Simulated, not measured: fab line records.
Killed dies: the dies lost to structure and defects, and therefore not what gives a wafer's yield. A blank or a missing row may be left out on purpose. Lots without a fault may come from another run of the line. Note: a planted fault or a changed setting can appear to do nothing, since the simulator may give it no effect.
Chamber matching | flow berkeleyCmos170 | rieSi-02 running UCB170_GATE_ETCH_15: 4 sister chambers
The step etches poly-Si in HBr/Cl2, stops on SiO2, time 56.3 s, target depth 278.2 nm. 7 wafers are shown with their chamber, then 7 later ones without.

WAFERS PAIRED WITH THEIR CHAMBERS
wafer  | chamber | throttleValvePct (%) | heBacksideLeakSccm (sccm)
L884.2 | 0       | 26.15                | 2.99
L887.4 | 0       | 26.16                | 2.88
L894.1 | 2       | 26.15                | 2.83
L894.3 | 1       | 26.37                | 2.89
L894.5 | 3       | 26.50                | 3.54
L901.2 | 1       | 26.36                | 3.03
L901.3 | 3       | 26.49                | 3.46

WAFERS MISSING THEIR CHAMBER
wafer  | throttleValvePct (%) | heBacksideLeakSccm (sccm)
L901.5 | 26.15                | 2.73
L903.1 | 26.37                | 3.10
L903.2 | 26.14                | 2.72
L903.4 | 26.37                | 2.92
L906.1 | 26.15                | 2.57
L906.3 | 26.36                | 3.12
L906.5 | 26.37                | 3.13

CHAMBER TAKEN BY EACH
wafer  | from the rows above     | in truth
L901.5 | can't be placed: 2 or 0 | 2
L903.1 | 1                       | 1
L903.2 | can't be placed: 2 or 0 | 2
L903.4 | 1                       | 1
L906.1 | can't be placed: 2 or 0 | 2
L906.3 | 1                       | 1
L906.5 | 1                       | 1
Correct placement for 4 of the 7. These rows do not allow placing 3 (true chamber among the candidates in 3). Wrongly placed: 0.
How it was worked out, from the rows above alone: a wafer's distance from a chamber is the root of the sum, over the readings, of the square of ((its reading less the chamber's mean) divided by the reading's scatter). If the next closest chamber is less than 2 further off than the closest, the wafer can't be placed; otherwise it belongs to the closest. A chamber's mean is the mean of its shown wafers. The scatter is the square root of a quotient: the sum, over the shown wafers, of each reading's squared deviation from its chamber's mean, divided by wafers minus chambers.
